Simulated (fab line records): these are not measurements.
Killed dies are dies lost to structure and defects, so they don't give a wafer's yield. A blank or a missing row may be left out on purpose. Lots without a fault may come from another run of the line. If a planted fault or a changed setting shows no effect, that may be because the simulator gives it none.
8D (eight disciplines) problem report, filled in by code / flow berkeley-cmos170 / the parts of the form that need people (team, actions taken, sign-off) are left out

== 1. THE PROBLEM ==
run-length-s at UCB170_SCREENOX_WET_ETCH_00 reads a mean of 395 s on 9 wafers of 3 lots; wafers without a fault read 228 s with a standard deviation of 3.4. Measured from the usual mean, that is +49 standard deviations.
The step: etches SiO2 in dHF, time 200 s.
Earliest sighting: wafer L621.2 on wet-bench-02 at day 6 18:30. At this step, 45 wafers from 15 lots have a number in the record. By rule, "out" or "out of limits" means more than 4 standard deviations away from the usual mean. The other wafers with a number count as sound.

== 2. WHAT IT IS, WHAT IT ISN'T ==
question=which readings at this step | is=run-length-s | is not=-
question=which lots | is=L621, L622, L623 | is not=L618, L619, L620, L626, L634, L635, L636, L637, L638, L639, L640, L641
question=which wafers of those lots | is=all that have a number | is not=-
question=read on which tools | is=wet-bench-02 | is not=wet-bench-01, wet-bench-03
question=when | is=from day 6 18:30 | is not=up to then (9 sound wafers); but 27 sound wafers of L626, L634, L635, L636, L637, L638, L639, L640, L641 came after

== 3. THE SUSPECTS, EACH WITH WHAT RULES IT OUT ==
Counting: any tool at a process step up to the reading is kept as a suspect provided that every lot that is out went through it and no sound lot did after the first of them.
- wet-bench-02 at UCB170_SCREENOX_WET_ETCH_00 (etches SiO2 in dHF, time 200 s): ruled out as a lasting fault. After its first lot that is out, L621 (day 6 18:30), sound lots L634, L635, L636, L637, L641 ran on it.
Left after counting: nothing in the record.

== 4. THE CAUSE (what the simulator had put in) ==
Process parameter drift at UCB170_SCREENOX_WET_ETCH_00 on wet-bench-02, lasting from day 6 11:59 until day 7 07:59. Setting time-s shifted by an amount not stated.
Counting ruled it out, wrongly.

== 5. THE EFFECT CHAIN, in route order ==
Each row: a reading whose mean over the struck wafers that have a number lies more than 3 standard deviations from the usual. Scope: only readings with a usual standard deviation given in the record; hours: median across lots of the time from each lot's start at the first step in this table that gives one to its start at this step; sigmas: change in usual standard deviations.
hours=0; step=UCB170_SCREENOX_WET_ETCH_00; reading=run-length-s; usual=228 s; on struck wafers=395; change=+167; sigmas=+49
It contains these process steps:
- UCB170_SCREENOX_WET_ETCH_00: etches SiO2 in dHF, time 200 s.
Later steps that measure or inspect, where all struck wafers having a row at the step show a number for every such reading and not one has moved that far: UCB170_PVT_TW_MEAS_09, UCB170_FIELD_THK_MEAS_91.

== 6. HOW IT WOULD HAVE BEEN CAUGHT EARLIER ==
In this record no reading fell out of limits until day 6 18:30, 7 hours after the fault had begun at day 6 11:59.
